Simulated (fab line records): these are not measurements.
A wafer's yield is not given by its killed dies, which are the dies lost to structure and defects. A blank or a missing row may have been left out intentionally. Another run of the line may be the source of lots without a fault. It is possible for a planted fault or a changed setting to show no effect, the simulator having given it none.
Which tool was responsible? :: flow berkeleyCmos170 :: 15 lots, 45 wafers sampled, at 3 steps of a route of 331

WHAT EACH GAUGE READ, for each wafer
UCB170_ACTIVE_CD_MEAS_13: target cd 1200 nm.
lot: L733
measured: day 4 08:46
on: cdSem-01
cdNm (nm): 1201.3 1201.0 1199.9

lot: L735
measured: day 4 19:44
on: cdSem-01
cdNm (nm): 1200.6 1201.0 1202.9

lot: L738
measured: day 5 10:30
on: cdSem-02
cdNm (nm): 1199.9 1199.4 1199.1

lot: L737
measured: day 5 10:47
on: cdSem-01
cdNm (nm): 1201.6 1201.2 1200.7

lot: L741
measured: day 6 00:55
on: cdSem-02
cdNm (nm): 1198.4 1197.6 1196.1

lot: L739
measured: day 6 00:56
on: cdSem-01
cdNm (nm): 1199.2 1200.3 1200.0

lot: L740
measured: day 6 01:11
on: cdSem-01
cdNm (nm): 1198.7 1199.7 1199.5

lot: L742
measured: day 6 08:29
on: cdSem-02
cdNm (nm): 1199.6 1199.1 1199.1

lot: L744
measured: day 7 01:38
on: cdSem-01
cdNm (nm): 1197.7 1197.3 1196.6

lot: L743
measured: day 7 01:52
on: cdSem-02
cdNm (nm): 1199.4 1197.8 1197.8

lot: L746
measured: day 7 08:31
on: cdSem-01
cdNm (nm): 1200.9 1199.5 1199.6

lot: L745
measured: day 7 08:45
on: cdSem-02
cdNm (nm): 1200.2 1200.2 1200.0

lot: L748
measured: day 7 21:12
on: cdSem-01
cdNm (nm): 1200.4 1199.5 1201.0

lot: L754
measured: day 9 16:46
on: cdSem-01
cdNm (nm): 1201.9 1201.1 1201.4

lot: L755
measured: day 9 17:24
on: cdSem-01
cdNm (nm): 1199.2 1199.3 1199.5

UCB170_GATE_THK_MEAS_05.
lot: L733
measured: day 6 19:20
on: filmMetro-03
GATE_POLY_THK (nm): 214.6 215.1 214.3

lot: L735
measured: day 6 19:17
on: filmMetro-03
GATE_POLY_THK (nm): 213.0 214.4 213.7

lot: L738
measured: day 7 20:40
on: filmMetro-04
GATE_POLY_THK (nm): 212.5 212.5 212.2

lot: L737
measured: day 7 20:41
on: filmMetro-03
GATE_POLY_THK (nm): 213.9 213.8 212.5

lot: L741
measured: day 8 05:26
on: filmMetro-01
GATE_POLY_THK (nm): 214.0 214.0 212.3

lot: L739
measured: day 8 05:29
on: filmMetro-04
GATE_POLY_THK (nm): 217.1 217.2 217.3

lot: L740
measured: day 8 05:29
on: filmMetro-01
GATE_POLY_THK (nm): 213.0 215.0 213.2

lot: L742
measured: day 8 05:26
on: filmMetro-04
GATE_POLY_THK (nm): 217.3 216.8 216.2

lot: L744
measured: day 9 20:07
on: filmMetro-04
GATE_POLY_THK (nm): 173.5 171.0 172.9 173.4 171.1 172.7

lot: L743
measured: day 9 20:06
on: filmMetro-01
GATE_POLY_THK (nm): 173.5 174.2 172.8 173.5 174.1 172.8

lot: L746
measured: day 9 20:06
on: filmMetro-03
GATE_POLY_THK (nm): 172.9 174.6 173.3 172.7 174.5 173.2

lot: L745
measured: day 9 23:15
on: filmMetro-04
GATE_POLY_THK (nm): 212.0 210.5 209.8

lot: L748
measured: day 10 11:23
on: filmMetro-01
GATE_POLY_THK (nm): 209.6 211.8 210.3

lot: L754
measured: day 12 01:34
on: filmMetro-01
GATE_POLY_THK (nm): 213.3 213.9 214.4

lot: L755
measured: day 12 01:32
on: filmMetro-04
GATE_POLY_THK (nm): 211.0 211.7 212.4

TOOL THAT RAN EACH LOT (tool first, then ch and the chambers of the sampled wafers, then the start)
lot: L733
UCB170_GATE_CVD_04: lpcvd-01 ch 1, day 6 17:53

lot: L735
UCB170_GATE_CVD_04: lpcvd-01 ch 0, day 6 17:53

lot: L738
UCB170_GATE_CVD_04: lpcvd-01 ch 0, day 7 19:16

lot: L737
UCB170_GATE_CVD_04: lpcvd-01 ch 0, day 7 19:16

lot: L741
UCB170_GATE_CVD_04: lpcvd-02 ch 0, day 8 04:01

lot: L739
UCB170_GATE_CVD_04: lpcvd-02 ch 0, day 8 04:01

lot: L740
UCB170_GATE_CVD_04: lpcvd-02 ch 0, day 8 04:01

lot: L742
UCB170_GATE_CVD_04: lpcvd-02 ch 0, day 8 04:01

lot: L744
UCB170_GATE_CVD_04: lpcvd-02 ch 1, day 9 18:41

lot: L743
UCB170_GATE_CVD_04: lpcvd-02 ch 1, day 9 18:41

lot: L746
UCB170_GATE_CVD_04: lpcvd-02 ch 0, day 9 18:41

lot: L745
UCB170_GATE_CVD_04: lpcvd-01 ch 1, day 9 21:51

lot: L748
UCB170_GATE_CVD_04: lpcvd-01 ch 1, day 10 09:59

lot: L754
UCB170_GATE_CVD_04: lpcvd-01 ch 1, day 12 00:06

lot: L755
UCB170_GATE_CVD_04: lpcvd-01 ch 0, day 12 00:06
- UCB170_GATE_CVD_04: deposits poly-Si from SiH4, time 1440 s, target thk 214 nm.

WHAT THE TOOLS THEMSELVES READ (means of the sampled wafers that have a number; where no wafer has one, the mark that the record gives instead)
UCB170_GATE_CVD_04.
lot: L733
tool: lpcvd-01
sih4FlowSccm (sccm): 120.2
zonePowerSourcePct (%): 12.2

lot: L735
tool: lpcvd-01
sih4FlowSccm (sccm): 120.0
zonePowerSourcePct (%): 13.8

lot: L738
tool: lpcvd-01
sih4FlowSccm (sccm): 120.2
zonePowerSourcePct (%): 13.9

lot: L737
tool: lpcvd-01
sih4FlowSccm (sccm): 120.1
zonePowerSourcePct (%): 13.8

lot: L741
tool: lpcvd-02
sih4FlowSccm (sccm): 120.0
zonePowerSourcePct (%): 14.3

lot: L739
tool: lpcvd-02
sih4FlowSccm (sccm): 120.3
zonePowerSourcePct (%): 14.3

lot: L740
tool: lpcvd-02
sih4FlowSccm (sccm): 119.5
zonePowerSourcePct (%): 14.5

lot: L742
tool: lpcvd-02
sih4FlowSccm (sccm): 119.8
zonePowerSourcePct (%): 14.3

lot: L744
tool: lpcvd-02
sih4FlowSccm (sccm): 96.2
zonePowerSourcePct (%): 9.8

lot: L743
tool: lpcvd-02
sih4FlowSccm (sccm): 95.6
zonePowerSourcePct (%): 10.0

lot: L746
tool: lpcvd-02
sih4FlowSccm (sccm): 95.9
zonePowerSourcePct (%): 14.4

lot: L745
tool: lpcvd-01
sih4FlowSccm (sccm): 120.0
zonePowerSourcePct (%): 12.3

lot: L748
tool: lpcvd-01
sih4FlowSccm (sccm): 120.1
zonePowerSourcePct (%): 12.2

lot: L754
tool: lpcvd-01
sih4FlowSccm (sccm): 120.3
zonePowerSourcePct (%): 12.3

lot: L755
tool: lpcvd-01
sih4FlowSccm (sccm): 120.0
zonePowerSourcePct (%): 13.8

THE ANSWER, worked out from the rows above alone
Rule: the lots themselves supply what counts as usual. The widest of any qualifying gaps counts: lots, ordered by their means at a reading, are off when they make up no more than a third of the lots, leave a main group of 4 or more, and stand apart from it by 3 or more times the standard deviation of that group's means. The tables above print the reading to a certain number of digits; a main group whose means all agree to those digits is not used. Also off: a lot with no number at a reading for which 4 or more lots have one. All remaining lots with rows at the step are treated as sound. First the gauges in route order, then the tools' own readings, where a lot's mean is used as printed above. The first step at which some lot is off is used, and at that step the reading that is off furthest; a lot without a number counts as furthest.
Off: L744, L743, L746, seen at UCB170_GATE_THK_MEAS_05 (GATE_POLY_THK). Main group: mean 213.5 nm, sd 2.
If a tool, at a process step before that reading, ran all the lots that are off and no sound lot after the first of them, it fits. Not tried: the gauges at UCB170_GATE_THK_MEAS_05; whatever is off there is also off at UCB170_GATE_CVD_04, on other tools, and gauge error can't account for it. One fits: UCB170_GATE_CVD_04 on lpcvd-02. A fault onset in the window from L739 (day 8 04:01, its last sound lot) to L743 (day 9 18:41, its first lot off) fits.
On the lots that are off, the tool's own readings at UCB170_GATE_CVD_04 differ by more than 5 times the standard deviation of the sound lots' means, which bears it out; sih4FlowSccm reads 95.9 sccm there versus 120.0 sccm on the sound lots.

WHAT THE SIMULATOR HAD INSERTED
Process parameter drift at UCB170_GATE_CVD_04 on lpcvd-02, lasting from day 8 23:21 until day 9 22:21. A move of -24 in setting sih4FlowSccm, from 120. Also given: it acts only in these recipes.
Lots struck among those shown: L744, L743, L746. The rule above found the same.
